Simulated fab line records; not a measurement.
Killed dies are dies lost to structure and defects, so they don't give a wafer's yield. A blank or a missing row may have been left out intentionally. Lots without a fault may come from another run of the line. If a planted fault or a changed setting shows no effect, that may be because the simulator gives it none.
A lot that was struck, set against a sound lot    flow berkeley_cmos170    18 out of 331 route steps
Sound: these wafers, L550.2, L550.4, L550.6. Wafers L559.1, L559.3, L559.5 were the ones struck. Last of all comes the cause.
At each step with rows: each side's tool, then ch and its chambers, then its first start. Under that, the readings that differ: sound wafers    struck wafers    difference of the means    sigmas: that difference in standard deviations of wafers without a fault.
alike: a reading whose means differ by less than 2 such deviations, as well as words and numbers matching on both sides. not compared: withheld readings; readings where some wafer has no value; bounds like >300 that might hide an equal value; numbers whose values overlap and for which the record gives no deviation.
Wherever a step has rows on one side only, a row that says differs or no value, or a row with sigmas, the two part there. Numbers that don't overlap but have no deviation are shown without sigmas and don't part them. A reading that every wafer of one side lacks parts them only if that side has two wafers or more.

UCB170_ZERO_ETCH_06: etches SiO2 in CHF3/CF4/Ar, time 12 s.
  sound on rie_diel-01 ch 0,1,2, day 2 10:56; struck on rie_diel-04 ch 0,2,3, day 4 05:54
  alike: drypump_motor_current_A, oes_product_au, throttle_valve_pct
  not compared: rf_hours_counter_h
UCB170_ZERO_STRIP_07: strips in O2.
  sound on plasma_asher-01 ch 0,1, day 2 10:57; struck on plasma_asher-03 ch 0,1, day 4 05:55
reading                      sound        struck       difference  sigmas
drypump_motor_current_A (A)  5.6 6.3 6.3  5.5 5.2 5.2  -0.8        -2
  alike: oes_product_au, strip_time_to_endpoint_s
  not compared: rf_hours_counter_h
then, 2 steps without rows for these wafers: UCB170_NWELL_WET_ETCH_00 (etches SiO2 in dHF, time 200 s); UCB170_NWELL_OXIDATION_01 (target thk 26.4 nm, ox time 1260 s).
UCB170_NWELL_THK_MEAS_02:
  sound: film_metro-01 at day 2 14:51; struck: film_metro-04 at day 4 12:10
reading               sound           struck          difference  sigmas
NWELL_OXIDE_THK (nm)  25.9 25.4 25.4  26.7 26.4 26.8  +1.1        +2
then, 2 steps without rows for these wafers: UCB170_NWELL_ANNEAL_03 (time 900 s); UCB170_NWELL_CVD_04 (deposits Si3N4 from SiH2Cl2/NH3, target thk 224 nm, time 3360 s).
UCB170_NWELL_THK_MEAS_05:
  sound: film_metro-01 at day 2 22:57; struck: film_metro-01 at day 4 19:17
  alike: NWELL_NITRIDE_THK
then, 4 steps without rows for these wafers: UCB170_NWELL_HMDS_06 (prime time 60 s); UCB170_NWELL_COAT_07 (resist thk 900 nm); UCB170_NWELL_SOFTBAKE_08 (time 60 s); UCB170_NWELL_EXPOSE_09 (exposes mask NWELL, target cd 3000 nm).
UCB170_NWELL_PEB_10:
  sound on litho_track-03 ch 0, day 3 00:01; struck on litho_track-03 ch 0, day 4 20:04
reading                   sound                 struck                difference  sigmas
heater_power_total_W (W)  56.79 56.89 56.87     50.24 50.22 50.26     -6.61       -99 or more
plate_temp_C (C)          130.05 130.05 130.03  118.36 118.36 118.50  -11.64      -83
then, 1 step without rows for these wafers: UCB170_NWELL_DEVELOP_11 (develop time 45 s).
UCB170_NWELL_OVL_MEAS_12:
  sound: overlay-01 at day 3 00:17; struck: overlay-02 at day 4 20:20
  alike: NWELL_OVL
UCB170_NWELL_ETCH_13: etches Si3N4 in CH3F/Ar/O2, stops on SiO2, target depth 246.4 nm, time 154 s.
  sound on rie_diel-01 ch 0,1, day 3 00:19; struck on rie_diel-03 ch 0,1,3, day 4 20:23
reading                 sound           struck          difference  sigmas
model.NWELL.cd_nm (nm)  2999 3000 2999  2876 2876 2876  -123        
  alike: drypump_motor_current_A, oes_product_au, throttle_valve_pct
  not compared: rf_hours_counter_h
after that, 1 step had no rows for these wafers: UCB170_NWELL_IMPLANT_14.
-- the record jumps here: 6 days lie between the struck wafers' starts before and after (it left off in module NWELL and takes up again in module M3, whose first step shown is number 331 of the route) --
UCB170_M3_PROBE_99:
  only the struck wafers here have rows in the record (prober-01, day 11 00:21); the sound ones have none

WHERE THEY PART
First at UCB170_ZERO_STRIP_07; last, within this record, at UCB170_M3_PROBE_99.

WHY: what the simulator had put in
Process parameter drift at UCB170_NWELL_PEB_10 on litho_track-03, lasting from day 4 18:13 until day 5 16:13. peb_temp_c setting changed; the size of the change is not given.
